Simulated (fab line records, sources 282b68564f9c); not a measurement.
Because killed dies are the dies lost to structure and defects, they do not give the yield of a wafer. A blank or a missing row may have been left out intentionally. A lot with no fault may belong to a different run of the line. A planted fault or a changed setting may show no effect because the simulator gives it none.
fab line records ; flow rit-cmos ; part 1 of 2: steps 1 to 37 of 50
record lots=5; wafers=15; last-day=6
route steps=202 shown NWELL@36 PWELL@39 WELLDRIVE@50 NRETRO@53 PRETRO@64 GATE@75 FOX2@80
lots with no fault: from the same line, run without faults
start-h: hours from the record's first day to the start of the lot's first wafer shown ; wait-h: hours elapsed since this lot's preceding step ; " the same as in the row above ; L1.1+2: a row that stands for several wafers ; - value missing, or start not given ; * or withheld: withheld ; < > ~ a bound
route shown NAME@n: NAME is a module with steps in the file, n the number in the route of the first one ; usual: mean/standard deviation taken from wafers without a fault ; same: alike in all rows ; chamber/n: place in a boat ; sites: each site's reading ; _std_site: their standard deviation ; _edge_site: inner sites' mean taken away from outer sites' mean ; radius-mm: how far each site lies from the wafer's centre ; mask NAME#n: copy n ; behind: the most recent tool/chamber to have shaped the wafer ; hold: the reason the lot was held/the length of the hold in hours/how it ended ; device: the n, p or np transistor that did not switch ; end of line: at the end of the route, the tests of the same wafers ; where a step has no rows: the recipe by itself ; killed: at the first sort, the dies lost to defects and structure; wafer yield is something else ; map: a wafer's dies, x killed, . not, _ none there
set.NAME: the run value of the setting; set.NAME@STEP: its run value at that earlier step ; model.NAME: the simulator's own value behind a step, which no gauge read
a table for each step, a row for each wafer; lots at some steps of the route
services: a tool's chamber out of use, with start hour (start-h, from the record's first day; less than 0 if before it), hours out, and reason
## steps
# step RIT_NWELL_IMPLANT_08
# recipe species=P; energy-kev=170; dose-cm2=5e+13; tilt-deg=7
lot.wafer;tool;chamber;start-h;wait-h
L074.3+5+6;implanter-04;0;22.11;0.2
L076.1+3+5;implanter-02;0;35.80;0.2
L078.2+5+6;implanter-04;0;41.94;0.2
L087.1+3+4;implanter-02;0;88.16;0.2
L089.2+3+6;implanter-01;0;99.73;0.2
# step RIT_NWELL_STRIP_09
# recipe chemistry=O2; time-s=180; resist=NOVOLAK; platen-temp-c=withheld; power-w=500; pressure-mtorr=4000; o2-flow-sccm=4000
# usual drypump-motor-current-A=5.6/0.33; rf-refl-power-W=5.6/1.9
lot.wafer;tool;chamber;start-h;wait-h;drypump-motor-current-A;rf-hours-counter-h;rf-refl-power-W
L074.3;plasma-asher-01;1;22.27;0.1;5.4;-;6.9
L074.5;plasma-asher-01;1;22.27;0.1;5.4;-;7.1
L074.6;plasma-asher-01;0;22.27;0.1;5.9;-;3.9
L076.1;plasma-asher-03;0;35.95;0.1;5.5;23;4.4
L076.3;plasma-asher-03;0;35.95;0.1;5.5;-;4.3
L076.5;plasma-asher-03;1;35.95;0.1;5.4;-;4.7
L078.2;plasma-asher-04;0;42.06;0.1;5.5;40;5.6
L078.5;plasma-asher-04;0;42.06;0.1;5.5;-;5.7
L078.6;plasma-asher-04;1;42.06;0.1;6.5;-;10.3
L087.1;plasma-asher-01;1;88.31;0.1;5.4;45;7.1
L087.3;plasma-asher-01;0;88.31;0.1;5.9;-;4.1
L087.4;plasma-asher-01;1;88.31;0.1;5.4;-;7.3
L089.2;plasma-asher-03;0;99.85;0.1;5.5;30;4.2
L089.3;plasma-asher-03;0;99.85;0.1;5.5;-;4.4
L089.6;plasma-asher-03;1;99.85;0.1;5.4;-;4.6
# step RIT_NWELL_TW_MEAS_10
# usual NWELL_TW=2148/16
lot.wafer;tool;chamber;start-h;wait-h;NWELL_TW
L074.3;film-metro-03;-;22.41;0.1;2153
L074.5;film-metro-03;-;22.41;0.1;2154
L074.6;film-metro-03;-;22.41;0.1;2160
L076.1;film-metro-03;-;36.13;0.1;2158
L076.3;film-metro-03;-;36.13;0.1;2166
L076.5;film-metro-03;-;36.13;0.1;2158
L078.2;film-metro-03;-;42.25;0.1;2162
L078.5;film-metro-03;-;42.25;0.1;2152
L078.6;film-metro-03;-;42.25;0.1;2156
L087.1;film-metro-01;-;88.48;0.1;2144
L087.3;film-metro-01;-;88.48;0.1;2148
L087.4;film-metro-01;-;88.48;0.1;2147
L089.2;film-metro-04;-;100.04;0.1;2129
L089.3;film-metro-04;-;100.04;0.1;2106
L089.6;film-metro-04;-;100.04;0.1;2122
# step RIT_PWELL_HMDS_00
# recipe prime-time-s=60; prime-temp-c=140
lot.wafer;tool;chamber;start-h;wait-h
L074.3+5+6;litho-track-01;0;22.50;0.1
L076.1+3+5;litho-track-01;0;36.19;0.1
L078.2+5+6;litho-track-01;0;42.32;0.1
L087.1+3+4;litho-track-01;0;88.54;0.1
L089.2+3+6;litho-track-02;0;100.16;0.1
# step RIT_PWELL_COAT_01
# recipe resist=NOVOLAK; spin-rpm=2000; resist-thk-nm=1300
lot.wafer;tool;chamber;start-h;wait-h
L074.3+5+6;litho-track-01;0;22.65;0.1
L076.1+3+5;litho-track-01;0;36.34;0.1
L078.2+5+6;litho-track-01;0;42.47;0.1
L087.1+3+4;litho-track-01;0;88.69;0.1
L089.2+3+6;litho-track-02;0;100.31;0.1
# step RIT_PWELL_SOFTBAKE_02
# recipe resist=NOVOLAK; temp-c=90; time-s=60
lot.wafer;tool;chamber;start-h;wait-h
L074.3+5+6;litho-track-01;0;22.80;0.1
L076.1+3+5;litho-track-01;0;36.49;0.1
L078.2+5+6;litho-track-01;0;42.62;0.1
L087.1+3+4;litho-track-01;0;88.84;0.1
L089.2+3+6;litho-track-02;0;100.46;0.1
# step RIT_PWELL_EXPOSE_03
# recipe mask-id=M3; na=0.57; target-cd-nm=43700; dose-mj=250
# usual stage-vel-mm-s=499.97/0.29
lot.wafer;tool;chamber;start-h;wait-h;mask;stage-vel-mm-s
L074.3;iline-stepper-01;0;22.94;0.1;M3#0;499.93
L074.5;iline-stepper-01;0;22.94;0.1;M3#0;499.67
L074.6;iline-stepper-01;0;22.94;0.1;M3#0;499.83
L076.1;iline-stepper-01;0;36.64;0.1;M3#0;500.13
L076.3;iline-stepper-01;0;36.64;0.1;M3#0;499.83
L076.5;iline-stepper-01;0;36.64;0.1;M3#0;499.86
L078.2;iline-stepper-02;0;42.89;0.2;M3#0;500.07
L078.5;iline-stepper-02;0;42.89;0.2;M3#0;499.77
L078.6;iline-stepper-02;0;42.89;0.2;M3#0;500.00
L087.1;iline-stepper-01;0;88.99;0.1;M3#0;500.07
L087.3;iline-stepper-01;0;88.99;0.1;M3#0;499.97
L087.4;iline-stepper-01;0;88.99;0.1;M3#0;499.65
L089.2;iline-stepper-02;0;100.73;0.2;M3#0;500.17
L089.3;iline-stepper-02;0;100.73;0.2;M3#0;500.15
L089.6;iline-stepper-02;0;100.73;0.2;M3#0;500.27
# step RIT_PWELL_PEB_04
# recipe resist=NOVOLAK; temp-c=withheld; time-s=withheld
lot.wafer;tool;chamber;start-h;wait-h
L074.3+5+6;litho-track-01;0;23.06;0.1
L076.1+3+5;litho-track-02;0;36.75;0.1
L078.2+5+6;litho-track-01;0;43.02;0.1
L087.1+3+4;litho-track-03;0;89.11;0.1
L089.2+3+6;litho-track-02;0;100.85;0.1
# step RIT_PWELL_DEVELOP_05
# recipe resist=NOVOLAK; develop-time-s=68; dev-temp-c=23
lot.wafer;tool;chamber;start-h;wait-h
L074.3+5+6;litho-track-01;0;-;-
L076.1+3+5;litho-track-02;0;-;-
L078.2+5+6;litho-track-01;0;-;-
L087.1+3+4;litho-track-03;0;-;-
L089.2+3+6;litho-track-02;0;-;-
# step RIT_PWELL_OVL_MEAS_06
# usual PWELL_OVL=0.9/1.6
lot.wafer;tool;chamber;start-h;wait-h;PWELL_OVL[nm]
L074.3;overlay-01;-;23.34;-;2.4
L074.5;overlay-01;-;23.34;-;1.8
L074.6;overlay-01;-;23.34;-;4.0
L076.1;overlay-01;-;37.07;-;-0.6
L076.3;overlay-01;-;37.07;-;1.4
L076.5;overlay-01;-;37.07;-;2.0
L078.2;overlay-02;-;43.31;-;2.5
L078.5;overlay-02;-;43.31;-;1.2
L078.6;overlay-02;-;43.31;-;0.6
L087.1;overlay-01;-;89.42;-;0.0
L087.3;overlay-01;-;89.42;-;0.2
L087.4;overlay-01;-;89.42;-;0.2
L089.2;overlay-01;-;101.15;-;1.3
L089.3;overlay-01;-;101.15;-;1.5
L089.6;overlay-01;-;101.15;-;-1.1
# step RIT_PWELL_HARDBAKE_07
# recipe resist=NOVOLAK; temp-c=140; time-s=120
lot.wafer;tool;chamber;start-h;wait-h
L074.3+5+6;litho-track-02;0;23.45;0.1
L076.1+3+5;litho-track-02;0;37.10;0.0
L078.2+5+6;litho-track-02;0;43.38;0.1
L087.1+3+4;litho-track-03;0;89.46;0.0
L089.2+3+6;litho-track-02;0;101.22;0.1
# step RIT_PWELL_IMPLANT_08
# recipe species=B; energy-kev=170; dose-cm2=7e+13; tilt-deg=7
lot.wafer;tool;chamber;start-h;wait-h
L074.3+5+6;implanter-04;0;23.66;0.2
L076.1+3+5;implanter-01;0;37.35;0.2
L078.2+5+6;implanter-03;0;43.61;0.2
L087.1+3+4;implanter-04;0;89.71;0.2
L089.2+3+6;implanter-04;0;101.45;0.2
# step RIT_PWELL_STRIP_09
# recipe chemistry=O2; time-s=180; resist=NOVOLAK; platen-temp-c=withheld; power-w=500; pressure-mtorr=4000; o2-flow-sccm=4000
# usual drypump-motor-current-A=5.7/0.3; rf-refl-power-W=5.6/1.8
lot.wafer;tool;chamber;start-h;wait-h;drypump-motor-current-A;rf-hours-counter-h;rf-refl-power-W
L074.3;plasma-asher-02;1;23.82;0.1;5.7;-;7.2
L074.5;plasma-asher-02;1;23.82;0.1;5.7;-;7.2
L074.6;plasma-asher-02;0;23.82;0.1;5.6;-;4.7
L076.1;plasma-asher-02;1;37.50;0.1;5.8;41;6.6
L076.3;plasma-asher-02;1;37.50;0.1;5.8;-;6.7
L076.5;plasma-asher-02;0;37.50;0.1;5.6;-;4.9
L078.2;plasma-asher-03;0;43.74;0.1;5.5;24;4.2
L078.5;plasma-asher-03;1;43.74;0.1;5.4;-;4.6
L078.6;plasma-asher-03;0;43.74;0.1;5.5;-;4.1
L087.1;plasma-asher-03;0;89.86;0.1;5.5;29;4.2
L087.3;plasma-asher-03;0;89.86;0.1;5.5;-;4.2
L087.4;plasma-asher-03;1;89.86;0.1;5.4;-;4.3
L089.2;plasma-asher-04;1;101.58;0.1;6.5;44;10.3
L089.3;plasma-asher-04;0;101.58;0.1;5.5;-;5.4
L089.6;plasma-asher-04;1;101.58;0.1;6.5;-;10.2
# step RIT_PWELL_TW_MEAS_10
# usual PWELL_TW=955/6.6
lot.wafer;tool;chamber;start-h;wait-h;PWELL_TW
L074.3;film-metro-03;-;23.96;0.1;960
L074.5;film-metro-03;-;23.96;0.1;960
L074.6;film-metro-03;-;23.96;0.1;962
L076.1;film-metro-03;-;37.68;0.1;953
L076.3;film-metro-03;-;37.68;0.1;958
L076.5;film-metro-03;-;37.68;0.1;954
L078.2;film-metro-03;-;43.92;0.1;964
L078.5;film-metro-03;-;43.92;0.1;961
L078.6;film-metro-03;-;43.92;0.1;960
L087.1;film-metro-03;-;90.03;0.1;956
L087.3;film-metro-03;-;90.03;0.1;963
L087.4;film-metro-03;-;90.03;0.1;962
L089.2;film-metro-01;-;101.76;0.1;955
L089.3;film-metro-01;-;101.76;0.1;952
L089.6;film-metro-01;-;101.76;0.1;947
# step RIT_WELLDRIVE_ANNEAL_00
# recipe temp-c=1100; time-s=14700; ambient=N2
lot.wafer;tool;chamber;start-h;wait-h
L074.3+5+6;furnace-03;0;24.00;0.0
L076.1+3+5;furnace-01;0;38.30;0.6
L078.2+5+6;furnace-01;0;43.97;0.0
L087.1+3+4;furnace-03;0;91.28;1.2
L089.2+3+6;furnace-04;0;102.61;0.8
# step RIT_WELLDRIVE_RS_MEAS_01
# recipe thk-meas-gauge=four-point-probe
# usual NWELL_RS=275.5/0.92
lot.wafer;tool;chamber;start-h;wait-h;NWELL_RS[ohm/sq]
L074.3;film-metro-03;-;29.12;0.0;275.6
L074.5;film-metro-03;-;29.12;0.0;275.7
L074.6;film-metro-03;-;29.12;0.0;275.3
L076.1;film-metro-03;-;43.39;0.0;274.3
L076.3;film-metro-03;-;43.39;0.0;275.2
L076.5;film-metro-03;-;43.39;0.0;274.3
L078.2;film-metro-03;-;49.08;0.0;276.9
L078.5;film-metro-03;-;49.08;0.0;276.7
L078.6;film-metro-03;-;49.08;0.0;276.7
L087.1;film-metro-03;-;96.36;0.0;274.9
L087.3;film-metro-03;-;96.36;0.0;275.1
L087.4;film-metro-03;-;96.36;0.0;276.1
L089.2;film-metro-03;-;107.72;0.0;276.2
L089.3;film-metro-03;-;107.72;0.0;275.9
L089.6;film-metro-03;-;107.72;0.0;275.9
# step RIT_WELLDRIVE_RS_MEAS_02
# recipe thk-meas-gauge=four-point-probe
# usual PWELL_RS=429.3/1.2
lot.wafer;tool;chamber;start-h;wait-h;PWELL_RS[ohm/sq]
L074.3;film-metro-03;-;29.24;0.1;428.6
L074.5;film-metro-03;-;29.24;0.1;429.7
L074.6;film-metro-03;-;29.24;0.1;430.6
L076.1;film-metro-03;-;43.51;0.1;429.3
L076.3;film-metro-03;-;43.51;0.1;428.6
L076.5;film-metro-03;-;43.51;0.1;430.7
L078.2;film-metro-03;-;49.20;0.1;428.0
L078.5;film-metro-03;-;49.20;0.1;428.2
L078.6;film-metro-03;-;49.20;0.1;428.0
L087.1;film-metro-03;-;96.48;0.1;429.3
L087.3;film-metro-03;-;96.48;0.1;429.7
L087.4;film-metro-03;-;96.48;0.1;428.6
L089.2;film-metro-03;-;107.84;0.1;429.1
L089.3;film-metro-03;-;107.84;0.1;428.8
L089.6;film-metro-03;-;107.84;0.1;430.6
# step RIT_NRETRO_HMDS_00
# recipe prime-time-s=60; prime-temp-c=140
lot.wafer;tool;chamber;start-h;wait-h
L074.3+5+6;litho-track-03;0;29.37;0.1
L076.1+3+5;litho-track-02;0;43.63;0.1
L078.2+5+6;litho-track-03;0;49.32;0.1
L087.1+3+4;litho-track-02;0;96.60;0.1
L089.2+3+6;litho-track-02;0;107.96;0.1
# step RIT_NRETRO_COAT_01
# recipe resist=NOVOLAK; spin-rpm=2000; resist-thk-nm=1300
lot.wafer;tool;chamber;start-h;wait-h
L074.3+5+6;litho-track-03;0;29.52;0.1
L076.1+3+5;litho-track-02;0;43.78;0.1
L078.2+5+6;litho-track-03;0;49.47;0.1
L087.1+3+4;litho-track-02;0;96.75;0.1
L089.2+3+6;litho-track-02;0;108.11;0.1
# step RIT_NRETRO_SOFTBAKE_02
# recipe resist=NOVOLAK; temp-c=90; time-s=60
lot.wafer;tool;chamber;start-h;wait-h
L074.3+5+6;litho-track-03;0;29.67;0.1
L076.1+3+5;litho-track-02;0;43.93;0.1
L078.2+5+6;litho-track-03;0;49.62;0.1
L087.1+3+4;litho-track-02;0;96.90;0.1
L089.2+3+6;litho-track-02;0;108.26;0.1
# step RIT_NRETRO_EXPOSE_03
# recipe mask-id=M4; na=0.57; target-cd-nm=43900; dose-mj=250
# usual stage-vel-mm-s=499.99/0.24
lot.wafer;tool;chamber;start-h;wait-h;mask;stage-vel-mm-s
L074.3;iline-stepper-01;0;29.82;0.1;M4#0;499.77
L074.5;iline-stepper-01;0;29.82;0.1;M4#0;499.30
L074.6;iline-stepper-01;0;29.82;0.1;M4#0;499.45
L076.1;iline-stepper-01;0;44.20;0.2;M4#0;500.01
L076.3;iline-stepper-01;0;44.20;0.2;M4#0;499.94
L076.5;iline-stepper-01;0;44.20;0.2;M4#0;499.95
L078.2;iline-stepper-02;0;49.78;0.1;M4#0;499.92
L078.5;iline-stepper-02;0;49.78;0.1;M4#0;500.38
L078.6;iline-stepper-02;0;49.78;0.1;M4#0;500.32
L087.1;iline-stepper-01;0;97.05;0.1;M4#0;499.95
L087.3;iline-stepper-01;0;97.05;0.1;M4#0;499.89
L087.4;iline-stepper-01;0;97.05;0.1;M4#0;499.99
L089.2;iline-stepper-02;0;108.40;0.1;M4#0;500.40
L089.3;iline-stepper-02;0;108.40;0.1;M4#0;500.14
L089.6;iline-stepper-02;0;108.40;0.1;M4#0;500.41
# step RIT_NRETRO_PEB_04
# recipe resist=NOVOLAK; temp-c=withheld; time-s=withheld
lot.wafer;tool;chamber;start-h;wait-h
L074.3+5+6;litho-track-04;0;29.95;0.1
L076.1+3+5;litho-track-02;0;44.32;0.1
L078.2+5+6;litho-track-02;0;49.91;0.1
L087.1+3+4;litho-track-02;0;97.17;0.1
L089.2+3+6;litho-track-03;0;108.53;0.1
# step RIT_NRETRO_DEVELOP_05
# recipe resist=NOVOLAK; develop-time-s=68; dev-temp-c=23
lot.wafer;tool;chamber;start-h;wait-h
L074.3+5+6;litho-track-04;0;-;-
L076.1+3+5;litho-track-02;0;-;-
L078.2+5+6;litho-track-02;0;-;-
L087.1+3+4;litho-track-02;0;-;-
L089.2+3+6;litho-track-03;0;-;-
# step RIT_NRETRO_OVL_MEAS_06
# usual NRETRO_OVL=0.1/1.3
lot.wafer;tool;chamber;start-h;wait-h;NRETRO_OVL[nm]
L074.3;overlay-02;-;30.22;-;-1.1
L074.5;overlay-02;-;30.22;-;-1.0
L074.6;overlay-02;-;30.22;-;-1.8
L076.1;overlay-01;-;44.63;-;0.8
L076.3;overlay-01;-;44.63;-;2.2
L076.5;overlay-01;-;44.63;-;3.5
L078.2;overlay-01;-;50.20;-;0.6
L078.5;overlay-01;-;50.20;-;0.3
L078.6;overlay-01;-;50.20;-;0.6
L087.1;overlay-02;-;97.48;-;0.8
L087.3;overlay-02;-;97.48;-;0.9
L087.4;overlay-02;-;97.48;-;1.0
L089.2;overlay-02;-;108.82;-;-0.3
L089.3;overlay-02;-;108.82;-;-0.1
L089.6;overlay-02;-;108.82;-;0.5
# step RIT_NRETRO_HARDBAKE_07
# recipe resist=NOVOLAK; temp-c=140; time-s=120
lot.wafer;tool;chamber;start-h;wait-h
L074.3+5+6;litho-track-02;0;30.33;0.1
L076.1+3+5;litho-track-03;0;44.67;0.0
L078.2+5+6;litho-track-02;0;50.27;0.1
L087.1+3+4;litho-track-02;0;97.52;0.0
L089.2+3+6;litho-track-04;0;108.89;0.1
# step RIT_NRETRO_IMPLANT_08
# recipe species=P; energy-kev=70; dose-cm2=1e+13; tilt-deg=7
lot.wafer;tool;chamber;start-h;wait-h
L074.3+5+6;implanter-03;0;30.55;0.2
L076.1+3+5;implanter-01;0;44.92;0.2
L078.2+5+6;implanter-01;0;50.51;0.2
L087.1+3+4;implanter-03;0;97.77;0.2
L089.2+3+6;implanter-03;0;109.13;0.2
# step RIT_NRETRO_STRIP_09
# recipe chemistry=O2; time-s=180; resist=NOVOLAK; platen-temp-c=withheld; power-w=500; pressure-mtorr=4000; o2-flow-sccm=4000
# usual drypump-motor-current-A=5.62/0.18; rf-refl-power-W=5.3/1.2
lot.wafer;tool;chamber;start-h;wait-h;drypump-motor-current-A;rf-hours-counter-h;rf-refl-power-W
L074.3;plasma-asher-01;0;30.71;0.1;5.89;-;4.1
L074.5;plasma-asher-01;0;30.71;0.1;5.89;-;4.1
L074.6;plasma-asher-01;1;30.71;0.1;5.39;-;6.8
L076.1;plasma-asher-01;1;45.07;0.1;5.42;41;6.9
L076.3;plasma-asher-01;0;45.07;0.1;5.90;-;4.1
L076.5;plasma-asher-01;0;45.07;0.1;5.90;-;4.1
L078.2;plasma-asher-01;0;50.63;0.1;5.88;41;3.9
L078.5;plasma-asher-01;0;50.63;0.1;5.90;-;3.9
L078.6;plasma-asher-01;1;50.63;0.1;5.41;-;7.0
L087.1;plasma-asher-02;1;97.92;0.1;5.77;47;6.6
L087.3;plasma-asher-02;0;97.92;0.1;5.63;-;4.7
L087.4;plasma-asher-02;1;97.92;0.1;5.76;-;6.7
L089.2;plasma-asher-01;0;109.25;0.1;5.88;48;3.9
L089.3;plasma-asher-01;1;109.25;0.1;5.43;-;7.0
L089.6;plasma-asher-01;0;109.25;0.1;5.89;-;4.1
# step RIT_NRETRO_TW_MEAS_10
# usual NRETRO_TW=1052/6.9
lot.wafer;tool;chamber;start-h;wait-h;NRETRO_TW
L074.3;film-metro-04;-;30.84;0.1;1050
L074.5;film-metro-04;-;30.84;0.1;1055
L074.6;film-metro-04;-;30.84;0.1;1044
L076.1;film-metro-04;-;45.24;0.1;1046
L076.3;film-metro-04;-;45.24;0.1;1046
L076.5;film-metro-04;-;45.24;0.1;1052
L078.2;film-metro-04;-;50.82;0.1;1046
L078.5;film-metro-04;-;50.82;0.1;1043
L078.6;film-metro-04;-;50.82;0.1;1044
L087.1;film-metro-01;-;98.09;0.1;1052
L087.3;film-metro-01;-;98.09;0.1;1050
L087.4;film-metro-01;-;98.09;0.1;1056
L089.2;film-metro-01;-;109.44;0.1;1042
L089.3;film-metro-01;-;109.44;0.1;1047
L089.6;film-metro-01;-;109.44;0.1;1052
# step RIT_PRETRO_HMDS_00
# recipe prime-time-s=60; prime-temp-c=140
lot.wafer;tool;chamber;start-h;wait-h
L074.3+5+6;litho-track-02;0;31.00;0.1
L076.1+3+5;litho-track-01;0;45.30;0.1
L078.2+5+6;litho-track-01;0;50.90;0.1
L087.1+3+4;litho-track-04;0;98.34;0.2
L089.2+3+6;litho-track-01;0;109.51;0.1
# step RIT_PRETRO_COAT_01
# recipe resist=NOVOLAK; spin-rpm=2000; resist-thk-nm=1300
lot.wafer;tool;chamber;start-h;wait-h
L074.3+5+6;litho-track-02;0;31.15;0.1
L076.1+3+5;litho-track-01;0;45.45;0.1
L078.2+5+6;litho-track-01;0;51.05;0.1
L087.1+3+4;litho-track-04;0;98.49;0.1
L089.2+3+6;litho-track-01;0;109.66;0.1
# step RIT_PRETRO_SOFTBAKE_02
# recipe resist=NOVOLAK; temp-c=90; time-s=60
lot.wafer;tool;chamber;start-h;wait-h
L074.3+5+6;litho-track-02;0;31.30;0.1
L076.1+3+5;litho-track-01;0;45.60;0.1
L078.2+5+6;litho-track-01;0;51.20;0.1
L087.1+3+4;litho-track-04;0;98.64;0.1
L089.2+3+6;litho-track-01;0;109.81;0.1
# step RIT_PRETRO_EXPOSE_03
# recipe mask-id=M5; na=0.57; target-cd-nm=43700; dose-mj=250
# usual stage-vel-mm-s=499.93/0.26
lot.wafer;tool;chamber;start-h;wait-h;mask;stage-vel-mm-s
L074.3;iline-stepper-01;0;31.44;0.1;M5#0;499.68
L074.5;iline-stepper-01;0;31.44;0.1;M5#0;499.68
L074.6;iline-stepper-01;0;31.44;0.1;M5#0;499.71
L076.1;iline-stepper-01;0;45.75;0.1;M5#0;500.57
L076.3;iline-stepper-01;0;45.75;0.1;M5#0;500.10
L076.5;iline-stepper-01;0;45.75;0.1;M5#0;500.54
L078.2;iline-stepper-01;0;51.47;0.2;M5#0;500.16
L078.5;iline-stepper-01;0;51.47;0.2;M5#0;500.04
L078.6;iline-stepper-01;0;51.47;0.2;M5#0;499.65
L087.1;iline-stepper-02;0;98.92;0.2;M5#0;499.76
L087.3;iline-stepper-02;0;98.92;0.2;M5#0;499.52
L087.4;iline-stepper-02;0;98.92;0.2;M5#0;499.34
L089.2;iline-stepper-02;0;110.08;0.2;M5#0;499.80
L089.3;iline-stepper-02;0;110.08;0.2;M5#0;500.01
L089.6;iline-stepper-02;0;110.08;0.2;M5#0;500.27
# step RIT_PRETRO_PEB_04
# recipe resist=NOVOLAK; temp-c=withheld; time-s=withheld
lot.wafer;tool;chamber;start-h;wait-h
L074.3+5+6;litho-track-04;0;31.56;0.1
L076.1+3+5;litho-track-02;0;45.87;0.1
L078.2+5+6;litho-track-01;0;51.63;0.1
L087.1+3+4;litho-track-01;0;99.04;0.1
L089.2+3+6;litho-track-04;0;110.20;0.1
# step RIT_PRETRO_DEVELOP_05
# recipe resist=NOVOLAK; develop-time-s=68; dev-temp-c=23
lot.wafer;tool;chamber;start-h;wait-h
L074.3+5+6;litho-track-04;0;-;-
L076.1+3+5;litho-track-02;0;-;-
L078.2+5+6;litho-track-01;0;-;-
L087.1+3+4;litho-track-01;0;-;-
L089.2+3+6;litho-track-04;0;-;-
# step RIT_PRETRO_OVL_MEAS_06
# usual PRETRO_OVL=0.6/1.2
lot.wafer;tool;chamber;start-h;wait-h;PRETRO_OVL[nm]
L074.3;overlay-01;-;31.84;-;2.6
L074.5;overlay-01;-;31.84;-;2.4
L074.6;overlay-01;-;31.84;-;2.2
L076.1;overlay-02;-;46.18;-;-0.6
L076.3;overlay-02;-;46.18;-;-0.1
L076.5;overlay-02;-;46.18;-;-0.6
L078.2;overlay-02;-;51.93;-;0.4
L078.5;overlay-02;-;51.93;-;1.1
L078.6;overlay-02;-;51.93;-;0.2
L087.1;overlay-02;-;99.35;-;1.6
L087.3;overlay-02;-;99.35;-;2.2
L087.4;overlay-02;-;99.35;-;1.5
L089.2;overlay-01;-;110.50;-;1.0
L089.3;overlay-01;-;110.50;-;1.0
L089.6;overlay-01;-;110.50;-;1.1
# step RIT_PRETRO_HARDBAKE_07
# recipe resist=NOVOLAK; temp-c=140; time-s=120
lot.wafer;tool;chamber;start-h;wait-h
L074.3+5+6;litho-track-02;0;31.95;0.1
L076.1+3+5;litho-track-04;0;46.22;0.0
L078.2+5+6;litho-track-01;0;52.00;0.1
L087.1+3+4;litho-track-04;0;99.39;0.0
L089.2+3+6;litho-track-01;0;110.57;0.1
# step RIT_PRETRO_IMPLANT_08
# recipe species=B; energy-kev=45; dose-cm2=1.2e+13; tilt-deg=7
lot.wafer;tool;chamber;start-h;wait-h
L074.3+5+6;implanter-03;0;32.16;0.2
L076.1+3+5;implanter-02;0;46.47;0.2
L078.2+5+6;implanter-03;0;52.23;0.2
L087.1+3+4;implanter-04;0;99.64;0.2
L089.2+3+6;implanter-03;0;110.80;0.2
